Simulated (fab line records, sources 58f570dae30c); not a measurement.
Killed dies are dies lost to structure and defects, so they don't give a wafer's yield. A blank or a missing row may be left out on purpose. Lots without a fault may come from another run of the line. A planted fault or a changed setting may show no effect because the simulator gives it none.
Which tool did it? | flow berkeley_cmos170 | 14 lots, 42 wafers sampled, at 5 steps of a route of 331

WHAT THE GAUGES READ, wafer by wafer
UCB170_NWELL_TW_MEAS_16. Usual: NWELL_TW 1251, standard deviation 12.
lot  | measured    | on            | NWELL_TW       | flag
L680 | day 2 06:13 | film_metro-04 | 1252 1254 1253 |
L683 | day 2 18:52 | film_metro-04 | 1251 1252 1258 |
L682 | day 2 19:10 | film_metro-03 | 1253 1248 1241 |
L686 | day 3 07:44 | film_metro-03 | 1425 1424 1419 | OFF
L688 | day 4 03:17 | film_metro-04 | 1456 1454 1453 | OFF
L695 | day 5 14:00 | film_metro-04 | 1262 1259 1262 |
L696 | day 5 14:16 | film_metro-02 | 1242 1239 1233 |
L694 | day 5 14:35 | film_metro-03 | 1244 1245 1240 |
L697 | day 5 21:11 | film_metro-02 | 1236 1240 1237 |
L699 | day 6 05:57 | film_metro-04 | 1266 1273 1264 |
L700 | day 6 11:41 | film_metro-03 | 1253 1242 1244 |
L701 | day 6 19:01 | film_metro-04 | 1261 1262 1259 |
L702 | day 6 22:20 | film_metro-02 | 1238 1235 1234 |
L703 | day 7 07:39 | film_metro-04 | 1254 1249 1253 |

UCB170_ACTIVE_THK_MEAS_03. Usual: ACTIVE_OXIDE_THK 26.3 nm, standard deviation 0.48.
lot  | measured    | on            | ACTIVE_OXIDE_THK (nm) | flag
L680 | day 3 22:50 | film_metro-02 | 26.4 26.2 26.4        |
L683 | day 4 08:10 | film_metro-01 | 25.9 26.0 26.3        |
L682 | day 4 08:11 | film_metro-03 | 26.7 26.5 26.6        |
L686 | day 5 05:04 | film_metro-02 | 26.2 26.1 26.4        |
L688 | day 5 17:35 | film_metro-02 | 27.0 26.8 27.1        |
L695 | day 7 05:12 | film_metro-01 | 26.4 26.6 26.1        |
L696 | day 7 05:14 | film_metro-02 | 26.3 26.2 25.8        |
L694 | day 7 10:13 | film_metro-01 | 25.6 25.8 25.5        |
L697 | day 7 14:04 | film_metro-03 | 26.2 25.9 26.0        |
L699 | day 8 01:15 | film_metro-01 | 26.7 26.7 27.3        |
L700 | day 8 07:48 | film_metro-02 | 27.3 26.8 26.8        |
L701 | day 8 15:37 | film_metro-03 | 26.1 25.9 26.0        |
L702 | day 8 15:36 | film_metro-01 | 26.2 26.4 26.3        |
L703 | day 9 04:43 | film_metro-01 | 25.7 25.8 25.8        |

UCB170_ACTIVE_THK_MEAS_06. Usual: ACTIVE_NITRIDE_THK 221.1 nm, standard deviation 2.4.
lot  | measured    | on            | ACTIVE_NITRIDE_THK (nm) | flag
L680 | day 4 05:32 | film_metro-01 | 223.4 221.5 220.7       |
L683 | day 4 15:34 | film_metro-02 | 221.2 219.1 223.3       |
L682 | day 4 15:35 | film_metro-03 | 216.9 218.0 217.8       |
L686 | day 5 13:04 | film_metro-01 | 217.9 218.8 219.1       |
L688 | day 6 00:01 | film_metro-02 | 222.7 221.9 221.9       |
L695 | day 7 12:32 | film_metro-03 | 216.1 215.4 217.9       |
L696 | day 7 12:34 | film_metro-01 | 221.9 221.1 221.7       |
L694 | day 7 17:14 | film_metro-02 | 220.5 219.9 220.1       |
L697 | day 7 19:59 | film_metro-02 | 221.3 224.5 222.5       |
L699 | day 8 09:38 | film_metro-03 | 220.3 222.7 221.0       |
L700 | day 8 14:28 | film_metro-03 | 220.5 221.3 220.3       |
L701 | day 8 20:58 | film_metro-03 | 225.7 225.3 225.0       |
L702 | day 8 20:57 | film_metro-01 | 223.2 224.6 223.8       |
L703 | day 9 12:44 | film_metro-01 | 222.6 223.2 223.9       |

UCB170_FIELD_THK_MEAS_90. Usual: FIELD_OXIDE_LEFT_1_THK 440 nm, standard deviation 11.
lot  | measured     | on            | FIELD_OXIDE_LEFT_1_THK (nm) | flag
L680 | day 5 03:14  | film_metro-01 | 434 429 439                 |
L683 | day 5 09:54  | film_metro-04 | 453 446 446                 |
L682 | day 5 09:55  | film_metro-01 | 435 435 435                 |
L686 | day 6 05:09  | film_metro-04 | 418 427 423                 |
L688 | day 6 16:28  | film_metro-01 | 441 441 443                 |
L695 | day 8 06:40  | film_metro-01 | 457 458 462                 |
L696 | day 8 06:41  | film_metro-03 | 445 436 437                 |
L694 | day 8 12:50  | film_metro-01 | 429 427 425                 |
L697 | day 8 12:50  | film_metro-04 | 441 439 443                 |
L699 | day 9 04:47  | film_metro-04 | 448 448 442                 |
L700 | day 9 09:37  | film_metro-01 | 448 447 444                 |
L701 | day 9 18:21  | film_metro-01 | 451 446 443                 |
L702 | day 9 18:20  | film_metro-03 | 433 446 441                 |
L703 | day 10 07:56 | film_metro-04 | 443 448 447                 |

WHICH TOOL RAN EACH LOT (tool, then ch and the chambers of the sampled wafers, then the start)
lot  | UCB170_NWELL_IMPLANT_14
L680 | implanter-02 ch 0, day 2 06:00
L683 | implanter-02 ch 0, day 2 18:37
L682 | implanter-03 ch 0, day 2 18:56
L686 | implanter-03 ch 0, day 3 07:31
L688 | implanter-03 ch 0, day 4 03:02
L695 | implanter-02 ch 0, day 5 13:45
L696 | implanter-01 ch 0, day 5 14:04
L694 | implanter-02 ch 0, day 5 14:20
L697 | implanter-01 ch 0, day 5 20:56
L699 | implanter-03 ch 0, day 6 05:42
L700 | implanter-02 ch 0, day 6 11:28
L701 | implanter-01 ch 0, day 6 18:47
L702 | implanter-02 ch 0, day 6 22:05
L703 | implanter-02 ch 0, day 7 07:24
- UCB170_NWELL_IMPLANT_14

WHAT THE TOOLS THEMSELVES READ (means of the sampled wafers that have a number; where no wafer has one, the mark that the record gives instead)
UCB170_NWELL_IMPLANT_14. Usual: dose_ions_cm2 1.0002e+13, standard deviation 1.1e+10; faraday_current_uA 31.7, standard deviation 0.62; tilt_deg 6.999 degrees, standard deviation 0.019.
lot  | tool         | dose_ions_cm2 | faraday_current_uA | tilt_deg (degrees) | flag
L680 | implanter-02 | 1.0002e+13    | 31.5               | 7.009              |
L683 | implanter-02 | 1.0012e+13    | 32.0               | 7.012              |
L682 | implanter-03 | 1.0001e+13    | 31.3               | 7.022              |
L686 | implanter-03 | 1.5406e+13    | 49.3               | 6.996              | OFF
L688 | implanter-03 | 1.5405e+13    | 48.8               | 7.026              | OFF
L695 | implanter-02 | 9.9950e+12    | 31.5               | 7.009              |
L696 | implanter-01 | 1.0012e+13    | 32.1               | 7.007              |
L694 | implanter-02 | 1.0016e+13    | 31.6               | 6.992              |
L697 | implanter-01 | 9.9940e+12    | 31.8               | 6.984              |
L699 | implanter-03 | 1.0010e+13    | 31.4               | 6.999              |
L700 | implanter-02 | 1.0002e+13    | 31.7               | 6.989              |
L701 | implanter-01 | 9.9860e+12    | 31.0               | 6.983              |
L702 | implanter-02 | 1.0001e+13    | 31.8               | 7.001              |
L703 | implanter-02 | 1.0002e+13    | 31.6               | 6.988              |

THE ANSWER, worked out from the rows above alone
Rule: a lot is off if the mean of its wafers that have a number lies more than 3 standard deviations from the usual mean. A lot without any number at a reading at which 4 lots or more have one is off too. The other lots that the step has rows for count as sound. The gauges are gone through in route order, then the tools' own readings, and for those a lot's mean is taken as printed above. The first step at which some lot is off is used, and at that step the reading that is off furthest; a lot without a number counts as furthest.
Off: L686, L688, at UCB170_NWELL_TW_MEAS_16 (NWELL_TW).
A tool fits if, at a process step before that reading, it ran every lot that is off, and no sound lot after the first of them. The gauges at UCB170_NWELL_TW_MEAS_16 aren't tried: what is off there is off at UCB170_NWELL_IMPLANT_14 too, on other tools, and a gauge's error can't cause that. None of those tried fits.

WHAT THE SIMULATOR HAD PUT IN
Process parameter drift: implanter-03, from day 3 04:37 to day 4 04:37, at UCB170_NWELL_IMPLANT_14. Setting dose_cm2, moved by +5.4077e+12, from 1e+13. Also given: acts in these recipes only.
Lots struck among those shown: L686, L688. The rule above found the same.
